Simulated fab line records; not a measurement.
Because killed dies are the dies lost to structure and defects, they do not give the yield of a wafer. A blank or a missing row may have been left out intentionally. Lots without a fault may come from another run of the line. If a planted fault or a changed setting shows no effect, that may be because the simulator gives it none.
2 desks looking at one fault ; flow berkeleyCmos170 ; numbers are kept per desk, each desk with only its own; the story behind them comes last

== FOR THE TOOL OWNER'S DESK: krfScanner-02 ==
The tool's own readings at UCB170_GATE_EXPOSE_09 (exposes mask POLY, target cd 350 nm): means of the sampled wafers that have a number, for each lot that ran on this tool. The brackets show how far a lot's mean lies from the usual mean; more than 4 standard deviations puts the lot out of limits, marked OUT.
Columns: A = stageVelMmS at UCB170_GATE_EXPOSE_09, usual 500.01 mm/s
lot;first seen here;A
L755;day 5 22:55;500.05
L756;day 6 07:11;499.92
L760;day 6 18:41;500.06
L758;day 6 18:48;500.05
L757;day 6 22:26;499.85
L762;day 7 15:31;500.20
L765;day 7 22:53;500.08
L763;day 7 22:59;500.09
L764;day 7 23:07;500.03
L766;day 7 23:13;500.13
L767;day 8 15:26;499.78
Finding of this desk: none of the 11 lots has anything out of limits.

== THE METROLOGY DESK ==
Lot by lot, what the gauges showed, no matter which tool ran the lot: averages of those sampled wafers that carry a number. The brackets show how far a lot's mean lies from the usual mean; more than 4 standard deviations puts the lot out of limits, marked OUT.
Columns: A = PWELL_OVL at UCB170_PWELL_OVL_MEAS_13, usual -2 nm; B = GATE_OVL at UCB170_GATE_OVL_MEAS_13, usual -1 nm; C = cdNm at UCB170_CONTACT_CD_MEAS_15, usual 700.3 nm; D = cdNm at UCB170_V1_CD_MEAS_12, usual 699.8 nm
lot;first seen here;A;B;C;D
L755;day 2 22:20;-5;3;701.0;699.8
L756;day 3 08:05;-2;-2;701.3;699.7
L757;day 3 15:17;-3;-5;699.8;698.3
L759;day 3 19:33;1;2;699.4;702.2
L758;day 3 19:34;-7;-2;700.5;699.1
L760;day 3 23:43;-3;-6;699.9;696.8
L761;day 4 12:05;-7;-0;700.0;702.7
L762;day 4 15:22;-3;10;698.7;701.0
L764;day 4 22:05;4;-130 (-25) OUT;700.4;701.7
L763;day 4 22:49;1;-137 (-27) OUT;701.4;700.0
L765;day 4 23:05;9;2;701.1;698.5
L766;day 5 05:52;-4;-135 (-26) OUT;701.1;699.6
L767;day 5 15:44;-3;-133 (-26) OUT;700.1;699.9
L768;day 5 21:04;0;4;699.4;698.8
L775;day 7 04:31;-2;-6;700.6;698.1
L778;day 7 20:53;-2;-3;699.6;701.1
Per this desk, out of limits: L763, L764, L766, L767; the first was L763, day 7 23:35 (GATE_OVL at UCB170_GATE_OVL_MEAS_13). In limits: L755, L756, L757, L759, L758, L760, L761, L762, L765, L768, L775, L778.

== TAKEN TOGETHER ==
On L763, L764, L766, L767, the metrology desk was in a position to raise an alarm at day 7 23:35.
Nothing out of limits was seen by the tool owner's desk.
Tool owner's desk: L763, L764, L766, L767 on record, inside its limits.
UCB170_GATE_EXPOSE_09 was run on krfScanner-02 by each of the lots named.

== WHAT THE SIMULATOR PUT IN ==
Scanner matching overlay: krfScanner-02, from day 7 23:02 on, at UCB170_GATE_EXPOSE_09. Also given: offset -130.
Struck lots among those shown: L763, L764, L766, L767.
Per desk, hours elapsed from the start of the fault to the first reading out of limits: for the metrology desk, 1.
